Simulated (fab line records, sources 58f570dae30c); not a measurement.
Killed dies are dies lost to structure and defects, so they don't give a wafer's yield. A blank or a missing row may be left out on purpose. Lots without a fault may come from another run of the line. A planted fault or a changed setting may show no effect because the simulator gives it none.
A struck lot beside a sound one | flow berkeley_cmos170 | 31 steps out of a route of 331
Sound: wafers L684.4, L684.5, L684.6. Struck: wafers L697.3, L697.4, L697.5. The cause comes at the end.
At each step with rows: each side's tool, then ch and its chambers, then its first start. Under that, the readings that differ: sound wafers | struck wafers | difference of the means | sigmas: that difference in standard deviations of wafers without a fault.
alike: readings whose means differ by less than 2 such deviations, and words and numbers that are the same on both sides. not compared: withheld readings, readings that some wafer has no value for, bounds like >300 that may hide the same value, and numbers for which the record gives no deviation and whose values overlap.
The two part at a step that has a row with sigmas, a row that says differs or no value, or rows on one side only. Numbers that don't overlap but have no deviation are shown without sigmas and don't part them. A reading that every wafer of one side lacks parts them only if that side has two wafers or more.

first, 6 steps without rows for these wafers: UCB170_V2_HMDS_06 (prime time 60 s); UCB170_V2_COAT_07 (resist thk 900 nm); UCB170_V2_SOFTBAKE_08 (time 60 s); UCB170_V2_EXPOSE_09 (exposes mask VIA2, target cd 700 nm); UCB170_V2_PEB_10; UCB170_V2_DEVELOP_11 (develop time 45 s).
UCB170_V2_CD_MEAS_12: target cd 700 nm.
  sound on cd_sem-02, day 8 00:08; struck on cd_sem-01, day 10 06:25
  alike: cd_nm
UCB170_V2_OVL_MEAS_13:
  sound on overlay-02, day 8 00:13; struck on overlay-02, day 10 06:31
  alike: V2_OVL
UCB170_V2_ETCH_14: etches SiO2 in CHF3/CF4/Ar, stops on Al, target depth 1250 nm, time 291 s.
  sound on rie_diel-03 ch 0,2, day 8 00:19; struck on rie_diel-04 ch 0,1,2, day 10 06:32
  alike: drypump_motor_current_A, oes_product_au, throttle_valve_pct
  not compared: rf_hours_counter_h
UCB170_V2_STRIP_15: strips in O2.
  sound on plasma_asher-04 ch 0,1, day 8 00:32; struck on plasma_asher-04 ch 0,1, day 10 06:45
  alike: drypump_motor_current_A, oes_product_au, strip_time_to_endpoint_s
  not compared: rf_hours_counter_h
UCB170_V2_CD_MEAS_90: target cd 700 nm.
  sound on cd_sem-01, day 8 00:39; struck on cd_sem-01, day 10 06:52
  alike: cd_nm
then, 1 step without rows for these wafers: UCB170_M3_PRE_CLEAN_00 (preclean etch time 60 s).
UCB170_M3_SPUTTER_01: material Al, target thk 900 nm, time 120 s.
  sound on pvd_sputter-02, day 8 00:47; struck on pvd_sputter-04, day 10 07:16
  alike: throttle_valve_pct
UCB170_M3_RS_MEAS_02: measures by four-point-probe.
  sound on film_metro-01, day 8 00:55; struck on film_metro-03, day 10 07:23
  reading           | sound                | struck               | difference | sigmas
  M3_AL_RS (ohm/sq) | 0.0318 0.0318 0.0318 | 0.0163 0.0161 0.0160 | -0.0157    | -44
UCB170_M3_THK_MEAS_03: measures by xrf.
  sound on film_metro-01, day 8 01:01; struck on film_metro-03, day 10 07:29
  reading        | sound       | struck         | difference | sigmas
  M3_AL_THK (nm) | 910 910 909 | 1762 1767 1789 | +863       | +78
then, 3 steps without rows for these wafers: UCB170_M3_HMDS_04 (prime time 60 s); UCB170_M3_COAT_05 (resist thk 900 nm); UCB170_M3_SOFTBAKE_06 (time 60 s).
UCB170_M3_STRIP_07: strips in O2.
  sound on plasma_asher-01 ch 0,1, day 8 01:32; struck on plasma_asher-01 ch 0,1, day 10 08:03
  alike: drypump_motor_current_A, oes_product_au, strip_time_to_endpoint_s
  not compared: rf_hours_counter_h
then, 7 steps without rows for these wafers: UCB170_M3_STRIP_08 (strips KrF in DMSO, time 600 s); UCB170_M3_COAT_09; UCB170_M3_COAT_10 (resist thk 900 nm); UCB170_M3_SOFTBAKE_11 (time 60 s); UCB170_M3_EXPOSE_12 (exposes mask METAL3, target cd 700 nm); UCB170_M3_PEB_13; UCB170_M3_DEVELOP_14 (develop time 45 s).
UCB170_M3_CD_MEAS_15: target cd 700 nm.
  sound on cd_sem-01, day 8 02:50; struck on cd_sem-02, day 10 09:27
  alike: cd_nm
UCB170_M3_OVL_MEAS_16:
  sound on overlay-02, day 8 02:55; struck on overlay-02, day 10 09:32
  reading     | sound  | struck   | difference | sigmas
  M3_OVL (nm) | 8 11 7 | 2 -10 -7 | -14        | -3
UCB170_M3_ETCH_17: etches BARC in N2/H2.
  sound on rie_diel-04 ch 0,1,3, day 8 02:58; struck on rie_diel-03 ch 0,2, day 10 09:34
  alike: drypump_motor_current_A, h2_flow_sccm, oes_product_au, throttle_valve_pct
UCB170_M3_METAL_ETCH_18: etches Al in Cl2/BCl3, stops on SiO2, target depth 1170 nm, time 198.8 s.
  sound on rie_metal-02 ch 0,1, day 8 03:02; struck on rie_metal-02 ch 0,1, day 10 09:40
  reading                        | sound             | struck            | difference | sigmas
  oes_product_au (a.u.)          | 0.843 0.850 0.848 | 0.974 0.983 0.982 | +0.133     | +9
  model.etch.depth_nm (nm)       | 910 912.8 910.1   | 1165 1186 1171    | +263       |
  model.M3.feature_depth_nm (nm) | 965.6 970.5 966.5 | 1165 1186 1171    | +206       |
  alike: drypump_motor_current_A, throttle_valve_pct
  not compared: rf_hours_counter_h
UCB170_M3_STRIP_19: strips in O2.
  sound on plasma_asher-01 ch 0,1, day 8 03:12; struck on plasma_asher-01 ch 0,1, day 10 09:49
  alike: drypump_motor_current_A, oes_product_au
  not compared: rf_hours_counter_h

WHERE THEY PART
First at UCB170_M3_RS_MEAS_02; last, within this record, at UCB170_M3_METAL_ETCH_18. Later steps at which nothing parts them and some readings are alike: UCB170_M3_STRIP_19.

WHY: what the simulator had put in
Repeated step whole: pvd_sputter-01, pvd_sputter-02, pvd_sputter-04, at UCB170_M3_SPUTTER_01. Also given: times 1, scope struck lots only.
